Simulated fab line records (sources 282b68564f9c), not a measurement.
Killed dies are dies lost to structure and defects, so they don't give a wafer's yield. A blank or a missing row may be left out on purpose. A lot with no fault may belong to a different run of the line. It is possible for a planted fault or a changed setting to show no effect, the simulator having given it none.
fab line records -- flow ritCmos
record lots=6, wafers=18, lastDay=7
route steps=202 shown SDANNEAL@153 PSD@157 NSD@158 PLDD@159 NLDD@160 SILICIDE@161 M1@202
lots untouched by any fault: they come from a run of this same line in which no faults occurred
startH: hours from the record's first day to the start of the lot's first wafer shown -- waitH: time in hours since the lot's previous step -- " unchanged from the row above -- L1.1+2: a single row standing in for several wafers -- - no value, or no start was given -- * or withheld: withheld -- < > ~ a bound
route shown NAME@n: names a module that has steps shown in the file, with the first one's number in the route -- usual: average and standard deviation across the fault-free wafers -- same: alike in all rows -- chamber/n: place in a boat -- sites: readings site by site -- _std_site: the values' standard deviation -- _edge_site: the outer-site mean with the inner-site mean subtracted -- radiusMm: how far each site lies from the wafer's centre -- mask NAME#n: copy n -- behind: tool/chamber where the wafer was last shaped -- hold: cause of the lot's hold/its duration in hours/its outcome -- device: which transistor (n, p or np) failed to switch -- end of line: tests of these same wafers at the route's end -- a step with no rows: only its recipe -- killed: dies lost to structure and defects at the first sort, not the wafer's yield -- map: a wafer's dies, marking killed ones x, the rest . and places with no die _
set.NAME: the setting that was run; set.NAME@STEP: the one run at that earlier step -- model.NAME: the simulator's own value behind a step, which no gauge read
lots at some steps of the route; a table a step, a row a wafer
services: when a tool's chamber went out of use (startH, in hours from the record's first day, below 0 if earlier), for how many hours, and the reason
## steps
# step RIT_SDANNEAL_CLEAN_00
# recipe chemistry=SC1, mix=3:3:50, timeS=600, tempC=75
# step RIT_SDANNEAL_CLEAN_01
# recipe chemistry=dHF, dilution=50:1, timeS=30
# step RIT_SDANNEAL_CLEAN_02
# recipe chemistry=SC2, mix=3:3:50, timeS=600, tempC=75, dry=n2Spin
# step RIT_SDANNEAL_RTA_03
# recipe tempC=1050, timeS=5, idleTempC=600, rampUpCPerS=342, rampDownCPerS=171, coolToC=600, ambient=N2
# usual wafer_temp_C_max=1053.5/1.1
lot.wafer,tool,chamber,startH,waitH,wafer_temp_C_max
L550.3,rtpAnneal-01,0,58.97,0.0,1054.0
L550.4,rtpAnneal-01,0,58.97,0.0,1053.7
L550.6,rtpAnneal-01,0,58.97,0.0,1051.8
L551.1,rtpAnneal-02,0,62.10,0.0,1053.4
L551.4,rtpAnneal-02,0,62.10,0.0,1055.5
L551.5,rtpAnneal-02,0,62.10,0.0,1053.9
L558.2,rtpAnneal-01,0,101.39,0.0,1053.5
L558.4,rtpAnneal-01,0,101.39,0.0,1053.5
L558.6,rtpAnneal-01,0,101.39,0.0,1053.8
L560.3,rtpAnneal-01,0,112.84,0.0,1054.7
L560.4,rtpAnneal-01,0,112.84,0.0,1053.8
L560.6,rtpAnneal-01,0,112.84,0.0,1052.6
L567.2,rtpAnneal-02,0,144.75,0.0,1053.4
L567.5,rtpAnneal-02,0,144.75,0.0,1052.6
L567.6,rtpAnneal-02,0,144.75,0.0,1054.2
L569.2,rtpAnneal-02,0,156.88,0.0,1054.6
L569.4,rtpAnneal-02,0,156.88,0.0,1054.2
L569.6,rtpAnneal-02,0,156.88,0.0,1055.0
# step RIT_SDANNEAL_RS_MEAS_04
# recipe thkMeasGauge=four-point-probe
# usual PSD_RS=115.9/0.32
lot.wafer,tool,chamber,startH,waitH,PSD_RS[ohm/sq]
L550.3,filmMetro-03,-,59.05,0.1,115.5
L550.4,filmMetro-03,-,59.05,0.1,115.9
L550.6,filmMetro-03,-,59.05,0.1,115.7
L551.1,filmMetro-03,-,62.16,0.0,115.9
L551.4,filmMetro-03,-,62.16,0.0,116.1
L551.5,filmMetro-03,-,62.16,0.0,115.8
L558.2,filmMetro-02,-,101.46,0.1,116.3
L558.4,filmMetro-02,-,101.46,0.1,116.2
L558.6,filmMetro-02,-,101.46,0.1,116.4
L560.3,filmMetro-02,-,112.92,0.1,116.3
L560.4,filmMetro-02,-,112.92,0.1,116.1
L560.6,filmMetro-02,-,112.92,0.1,116.3
L567.2,filmMetro-03,-,144.86,0.1,115.9
L567.5,filmMetro-03,-,144.86,0.1,115.6
L567.6,filmMetro-03,-,144.86,0.1,115.6
L569.2,filmMetro-02,-,156.99,0.1,115.9
L569.4,filmMetro-02,-,156.99,0.1,116.0
L569.6,filmMetro-02,-,156.99,0.1,115.8
# step RIT_SDANNEAL_RS_MEAS_05
# recipe thkMeasGauge=four-point-probe
# usual NSD_RS=84.58/0.27
lot.wafer,tool,chamber,startH,waitH,NSD_RS[ohm/sq]
L550.3,filmMetro-03,-,59.17,0.1,84.23
L550.4,filmMetro-03,-,59.17,0.1,84.26
L550.6,filmMetro-03,-,59.17,0.1,84.32
L551.1,filmMetro-03,-,62.28,0.1,85.19
L551.4,filmMetro-03,-,62.28,0.1,84.86
L551.5,filmMetro-03,-,62.28,0.1,84.92
L558.2,filmMetro-02,-,101.58,0.1,84.43
L558.4,filmMetro-02,-,101.58,0.1,84.76
L558.6,filmMetro-02,-,101.58,0.1,84.70
L560.3,filmMetro-02,-,113.04,0.1,84.43
L560.4,filmMetro-02,-,113.04,0.1,84.67
L560.6,filmMetro-02,-,113.04,0.1,84.54
L567.2,filmMetro-03,-,144.98,0.1,84.87
L567.5,filmMetro-03,-,144.98,0.1,84.76
L567.6,filmMetro-03,-,144.98,0.1,84.94
L569.2,filmMetro-02,-,157.11,0.1,84.24
L569.4,filmMetro-02,-,157.11,0.1,84.62
L569.6,filmMetro-02,-,157.11,0.1,84.56
# step RIT_SDANNEAL_RS_MEAS_06
# recipe thkMeasGauge=four-point-probe
# usual PLDD_RS=178.7/0.56
lot.wafer,tool,chamber,startH,waitH,PLDD_RS[ohm/sq]
L550.3,filmMetro-03,-,59.29,0.1,178.0
L550.4,filmMetro-03,-,59.29,0.1,178.5
L550.6,filmMetro-03,-,59.29,0.1,178.2
L551.1,filmMetro-03,-,62.40,0.1,178.0
L551.4,filmMetro-03,-,62.40,0.1,178.5
L551.5,filmMetro-03,-,62.40,0.1,178.8
L558.2,filmMetro-02,-,101.70,0.1,178.9
L558.4,filmMetro-02,-,101.70,0.1,178.7
L558.6,filmMetro-02,-,101.70,0.1,178.7
L560.3,filmMetro-02,-,113.16,0.1,178.9
L560.4,filmMetro-02,-,113.16,0.1,179.2
L560.6,filmMetro-02,-,113.16,0.1,179.0
L567.2,filmMetro-03,-,145.10,0.1,178.0
L567.5,filmMetro-03,-,145.10,0.1,178.1
L567.6,filmMetro-03,-,145.10,0.1,178.1
L569.2,filmMetro-02,-,157.23,0.1,178.8
L569.4,filmMetro-02,-,157.23,0.1,178.6
L569.6,filmMetro-02,-,157.23,0.1,178.9
# step RIT_SDANNEAL_RS_MEAS_07
# recipe thkMeasGauge=four-point-probe
# usual NLDD_RS=151.7/0.5
lot.wafer,tool,chamber,startH,waitH,NLDD_RS[ohm/sq]
L550.3,filmMetro-03,-,59.41,0.1,151.3
L550.4,filmMetro-03,-,59.41,0.1,151.6
L550.6,filmMetro-03,-,59.41,0.1,151.4
L551.1,filmMetro-03,-,62.52,0.1,152.4
L551.4,filmMetro-03,-,62.52,0.1,152.1
L551.5,filmMetro-03,-,62.52,0.1,151.7
L558.2,filmMetro-02,-,101.82,0.1,150.9
L558.4,filmMetro-02,-,101.82,0.1,150.7
L558.6,filmMetro-02,-,101.82,0.1,150.6
L560.3,filmMetro-02,-,113.28,0.1,152.1
L560.4,filmMetro-02,-,113.28,0.1,152.2
L560.6,filmMetro-02,-,113.28,0.1,152.0
L567.2,filmMetro-03,-,145.22,0.1,151.6
L567.5,filmMetro-03,-,145.22,0.1,151.2
L567.6,filmMetro-03,-,145.22,0.1,151.5
L569.2,filmMetro-02,-,157.35,0.1,151.4
L569.4,filmMetro-02,-,157.35,0.1,151.4
L569.6,filmMetro-02,-,157.35,0.1,152.2
# step RIT_SILICIDE_WET_ETCH_00
# recipe chemistry=BOE, target=SiO2, targetDepthNm=14, timeS=15, dry=n2Spin, dilution=10:1, tempC=21.5
# step RIT_SILICIDE_SPUTTER_01
# recipe material=Ti, targetThkNm=30, powerW=350, chamberPressurePa=0.667, gas=Ar, timeS=240, substrateTempC=25
# usual chamberPressurePa=0.6670/0.0013, throttleValvePct=30.0/0.98
lot.wafer,tool,chamber,startH,waitH,chamberPressurePa,throttleValvePct
L550.3,pvdSputter-02,-,59.50,0.0,0.6688,30.8
L550.4,pvdSputter-02,-,59.50,0.0,0.6653,29.1
L550.6,pvdSputter-02,-,59.50,0.0,0.6652,31.1
L551.1,pvdSputter-03,-,62.65,0.0,0.6662,30.9
L551.4,pvdSputter-03,-,62.65,0.0,0.6664,30.1
L551.5,pvdSputter-03,-,62.65,0.0,0.6687,30.9
L558.2,pvdSputter-02,-,101.94,0.0,0.6654,30.6
L558.4,pvdSputter-02,-,101.94,0.0,0.6666,29.1
L558.6,pvdSputter-02,-,101.94,0.0,0.6657,30.9
L560.3,pvdSputter-02,-,113.37,0.0,0.6683,29.9
L560.4,pvdSputter-02,-,113.37,0.0,0.6687,31.1
L560.6,pvdSputter-02,-,113.37,0.0,0.6669,31.0
L567.2,pvdSputter-01,-,145.33,0.0,0.6681,31.0
L567.5,pvdSputter-01,-,145.33,0.0,0.6677,28.3
L567.6,pvdSputter-01,-,145.33,0.0,0.6694,29.1
L569.2,pvdSputter-01,-,157.47,0.0,0.6651,30.9
L569.4,pvdSputter-01,-,157.47,0.0,0.6689,28.2
L569.6,pvdSputter-01,-,157.47,0.0,0.6662,28.9
# step RIT_SILICIDE_RS_MEAS_02
# recipe thkMeasGauge=four-point-probe, reads=Ti_of_SILICIDE_SPUTTER_01
# usual SILICIDE_TI_RS=47.6/0.67
lot.wafer,tool,chamber,startH,waitH,SILICIDE_TI_RS[ohm/sq]
L550.3,filmMetro-04,-,59.69,0.1,47.1
L550.4,filmMetro-04,-,59.69,0.1,46.8
L550.6,filmMetro-04,-,59.69,0.1,46.8
L551.1,filmMetro-01,-,62.80,0.1,49.3
L551.4,filmMetro-01,-,62.80,0.1,49.1
L551.5,filmMetro-01,-,62.80,0.1,48.6
L558.2,filmMetro-04,-,102.11,0.1,46.4
L558.4,filmMetro-04,-,102.11,0.1,46.7
L558.6,filmMetro-04,-,102.11,0.1,47.0
L560.3,filmMetro-04,-,113.56,0.1,47.3
L560.4,filmMetro-04,-,113.56,0.1,48.2
L560.6,filmMetro-04,-,113.56,0.1,48.0
L567.2,filmMetro-02,-,145.50,0.1,48.8
L567.5,filmMetro-02,-,145.50,0.1,47.6
L567.6,filmMetro-02,-,145.50,0.1,48.3
L569.2,filmMetro-01,-,157.64,0.1,47.6
L569.4,filmMetro-01,-,157.64,0.1,47.1
L569.6,filmMetro-01,-,157.64,0.1,47.3
# step RIT_SILICIDE_THK_MEAS_03
# recipe thkMeasGauge=xrf, reads=Ti_of_SILICIDE_SPUTTER_01
# usual SILICIDE_TI_THK=30.6/0.37
lot.wafer,tool,chamber,startH,waitH,SILICIDE_TI_THK[nm]
L550.3,filmMetro-04,-,59.79,0.1,30.9
L550.4,filmMetro-04,-,59.79,0.1,31.0
L550.6,filmMetro-04,-,59.79,0.1,31.0
L551.1,filmMetro-01,-,62.92,0.1,29.9
L551.4,filmMetro-01,-,62.92,0.1,30.0
L551.5,filmMetro-01,-,62.92,0.1,30.3
L558.2,filmMetro-04,-,102.22,0.1,31.3
L558.4,filmMetro-04,-,102.22,0.1,31.0
L558.6,filmMetro-04,-,102.22,0.1,30.8
L560.3,filmMetro-04,-,113.66,0.1,30.7
L560.4,filmMetro-04,-,113.66,0.1,30.3
L560.6,filmMetro-04,-,113.66,0.1,30.5
L567.2,filmMetro-02,-,145.61,0.1,30.0
L567.5,filmMetro-02,-,145.61,0.1,30.5
L567.6,filmMetro-02,-,145.61,0.1,30.2
L569.2,filmMetro-01,-,157.75,0.1,30.7
L569.4,filmMetro-01,-,157.75,0.1,30.8
L569.6,filmMetro-01,-,157.75,0.1,30.8
# step RIT_SILICIDE_RTA_04
# recipe tempC=650, timeS=10, idleTempC=25, rampUpS=5, rampDownS=5, coolToC=25, ambient=N2
# usual wafer_temp_C_max=652.3/0.55
lot.wafer,tool,chamber,startH,waitH,wafer_temp_C_max
L550.3,rtpAnneal-02,0,59.85,0.1,652.0
L550.4,rtpAnneal-02,0,59.85,0.1,652.3
L550.6,rtpAnneal-02,0,59.85,0.1,651.9
L551.1,rtpAnneal-01,0,62.98,0.1,653.1
L551.4,rtpAnneal-01,0,62.98,0.1,652.2
L551.5,rtpAnneal-01,0,62.98,0.1,652.6
L558.2,rtpAnneal-02,0,102.28,0.1,645.0
L558.4,rtpAnneal-02,0,102.28,0.1,645.5
L558.6,rtpAnneal-02,0,102.28,0.1,644.0
L560.3,rtpAnneal-02,0,113.72,0.1,645.1
L560.4,rtpAnneal-02,0,113.72,0.1,644.9
L560.6,rtpAnneal-02,0,113.72,0.1,644.9
L567.2,rtpAnneal-01,0,145.68,0.1,652.1
L567.5,rtpAnneal-01,0,145.68,0.1,653.2
L567.6,rtpAnneal-01,0,145.68,0.1,652.5
L569.2,rtpAnneal-01,0,157.81,0.1,651.5
L569.4,rtpAnneal-01,0,157.81,0.1,652.6
L569.6,rtpAnneal-01,0,157.81,0.1,651.8
# step RIT_SILICIDE_WET_ETCH_05
# recipe chemistry=SPM, target=Ti, tempC=90, timeS=120, dry=n2Spin
# step RIT_M1_PROBE_99
# usual killedAtContacts=0.1/0.23, killedAtFrontEnd=6.7/2.7, killedDies=6.7/2.7, killedOpen=3.2/1.8, killedShort=3.5/1.9
# same grossDies=264, killed_at_M0_to_M3=0, killed_at_M4_up=0, killedAtBackSide=0, killedAtOther=0
lot.wafer,tool,chamber,startH,waitH,killedAtContacts,killedAtFrontEnd,killedDies,killedOpen,killedShort,model.etest.npolyLine.rsOhmSq,model.etest.ppolyLine.rsOhmSq,model.etest.npolySal.rsOhmSq,model.etest.ppolySal.rsOhmSq,model.etest.pplusSal.rsOhmSq,model.etest.nplusSal.rsOhmSq,model.etest.pplusSal.lineOhmUm,model.etest.nplusSal.lineOhmUm
L550.3,prober-02,-,66.69,0.2,0,6,6,3,3,16.75,16.24,4.28,4.26,4.252,4.276,1.229,1.228
L550.4,prober-02,-,66.74,0.2,0,5,5,1,4,16.68,16.37,4.297,4.257,4.243,4.255,1.23,1.222
L550.6,prober-02,-,66.84,0.2,0,7,7,1,6,16.79,16.28,4.272,4.234,4.242,4.206,1.218,1.224
L551.1,prober-01,-,69.59,0.1,0,10,10,6,4,17.3,16.75,4.46,4.417,4.397,4.378,1.263,1.256
L551.4,prober-01,-,69.74,0.2,0,7,7,2,5,17.31,16.87,4.464,4.398,4.424,4.386,1.263,1.263
L551.5,prober-01,-,69.79,0.2,0,14,14,6,8,17.27,16.77,4.433,4.371,4.381,4.359,1.255,1.243
L558.2,prober-01,-,109.17,0.1,1,9,10,7,3,17.04,16.57,4.424,4.357,4.363,4.37,1.255,1.255
L558.4,prober-01,-,109.27,0.2,0,5,5,1,4,17.21,16.76,4.452,4.401,4.378,4.37,1.271,1.256
L558.6,prober-01,-,109.37,0.2,0,6,6,1,5,17.18,16.68,4.447,4.373,4.397,4.408,1.267,1.255
L560.3,prober-01,-,120.36,0.2,0,9,9,2,6,17.31,16.71,4.455,4.417,4.396,4.381,1.284,1.271
L560.4,prober-01,-,120.41,0.2,0,5,5,3,2,17.48,16.89,4.45,4.455,4.45,4.424,1.276,1.29
L560.6,prober-01,-,120.51,0.2,0,7,7,1,5,17.38,16.87,4.488,4.431,4.442,4.411,1.284,1.282
L567.2,prober-02,-,152.36,0.1,0,4,4,1,3,17.18,16.67,4.397,4.389,4.388,4.347,1.269,1.272
L567.5,prober-02,-,152.51,0.2,0,6,6,2,4,17.01,16.31,4.337,4.327,4.304,4.329,1.238,1.24
L567.6,prober-02,-,152.56,0.2,0,6,6,4,2,17.03,16.55,4.316,4.3,4.284,4.309,1.246,1.244
L569.2,prober-02,-,166.19,0.1,0,5,5,3,2,16.87,16.42,4.345,4.31,4.305,4.321,1.256,1.243
L569.4,prober-02,-,166.29,0.2,0,2,2,1,1,16.88,16.39,4.324,4.289,4.32,4.288,1.248,1.257
L569.6,prober-02,-,166.39,0.2,0,7,7,5,2,16.97,16.34,4.322,4.268,4.295,4.308,1.264,1.255
# killed by level:class
L550.3 GATE:geometricParticle:short=2 GATE:geometricParticle:open=2 REOX:geometricParticle:short=1 SPACER:geometricParticle:open=1
L550.4 GATE:geometricParticle:short=2 FOX2:geometricParticle:short=1 REOX:geometricParticle:short=1 SILICIDE:geometricParticle:open=1
L550.6 GATE:geometricParticle:short=4 SPACER:geometricParticle:short=2 REOX:geometricParticle:open=1
L551.1 GATE:geometricParticle:short=3 GATE:geometricParticle:open=2 REOX:geometricParticle:open=2 FOX1:geometricParticle:short=1 SPACER:geometricParticle:open=1 SILICIDE:geometricParticle:open=1
L551.4 GATE:geometricParticle:open=2 SPACER:geometricParticle:short=2 GATE:geometricParticle:short=1 REOX:geometricParticle:short=1 SILICIDE:geometricParticle:short=1
L551.5 GATE:geometricParticle:open=4 SILICIDE:geometricParticle:short=3 GATE:geometricParticle:short=2 REOX:geometricParticle:short=2 FOX1:geometricParticle:open=1 FOX1:geometricParticle:short=1 SPACER:geometricParticle:open=1
L558.2 GATE:geometricParticle:open=4 FOX1:geometricParticle:open=2 GATE:geometricParticle:short=2 SILICIDE:geometricParticle:short=1 CONTACT:geometricParticle:open=1
L558.4 GATE:geometricParticle:short=3 REOX:geometricParticle:open=1 SILICIDE:geometricParticle:short=1
L558.6 FOX1:geometricParticle:short=2 GATE:geometricParticle:short=2 SPACER:geometricParticle:open=1 SPACER:geometricParticle:short=1
L560.3 FOX1:geometricParticle:open=2 GATE:geometricParticle:short=2 REOX:geometricParticle:short=2 FOX1:geometricParticle:short=1 SPACER:geometricParticle:short=1 NSD:coatMicrobubblePrinted=1
L560.4 REOX:geometricParticle:open=2 FOX2:geometricParticle:short=1 SPACER:geometricParticle:short=1 SILICIDE:geometricParticle:open=1
L560.6 FOX1:geometricParticle:short=1 FOX1:geometricParticle:open=1 FOX2:geometricParticle:short=1 GATE:geometricParticle:short=1 SPACER:geometricParticle:short=1 SILICIDE:geometricParticle:short=1 NSD:coatMicrobubblePrinted=1
L567.2 SILICIDE:geometricParticle:short=3 GATE:geometricParticle:open=1
L567.5 ACTIVE:geometricParticle:short=1 FOX1:geometricParticle:open=1 FOX2:geometricParticle:open=1 FOX2:geometricParticle:short=1 GATE:geometricParticle:short=1 REOX:geometricParticle:short=1
L567.6 GATE:geometricParticle:open=2 FOX2:geometricParticle:short=1 SPACER:geometricParticle:open=1 SILICIDE:geometricParticle:open=1 SILICIDE:geometricParticle:short=1
L569.2 FOX1:geometricParticle:open=2 GATE:geometricParticle:short=1 SPACER:geometricParticle:open=1 SILICIDE:geometricParticle:short=1
L569.4 GATE:geometricParticle:short=1 GATE:geometricParticle:open=1
L569.6 SPACER:geometricParticle:open=2 SILICIDE:geometricParticle:open=2 FOX1:geometricParticle:open=1 REOX:geometricParticle:short=1 SPACER:geometricParticle:short=1
## services
tool,chamber,startH,hours,kind
pvdSputter-02,-,60.53,2.7,repair
pvdSputter-01,-,70.48,3.5,repair
pvdSputter-01,-,76.33,2.2,repair
## key
firstSign step=RIT_SILICIDE_RTA_04, reading=wafer_temp_C_max, direction=down, sigmas=14, usual=*, struck=*
effect none on later readings
modelEffect step=RIT_M1_PROBE_99, value=etest.npolyLine.rsOhmSq, without=16.91, struck=17.27
metAt RIT_SILICIDE_RTA_04
struckWafers L558.2,L558.4,L558.6,L560.3,L560.4,L560.6
testerLeftOut L558,L560
onsetBetween 59.85 102.28
fault kind=processParameterDrift, tool=rtpAnneal-02, chamber=-, onsetH=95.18, steps=RIT_SILICIDE_RTA_04, channel=tempC, offset=*, shape=step, endH=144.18, actsIn=*, stated=*
# testerLeftOut: of these lots the tester's yield and bins aren't shown, on N5 and GAA mostly nor the transistor test; their killed dies are dies lost to structure and defects alone, not to doping, threshold or leakage, so they don't give the yield
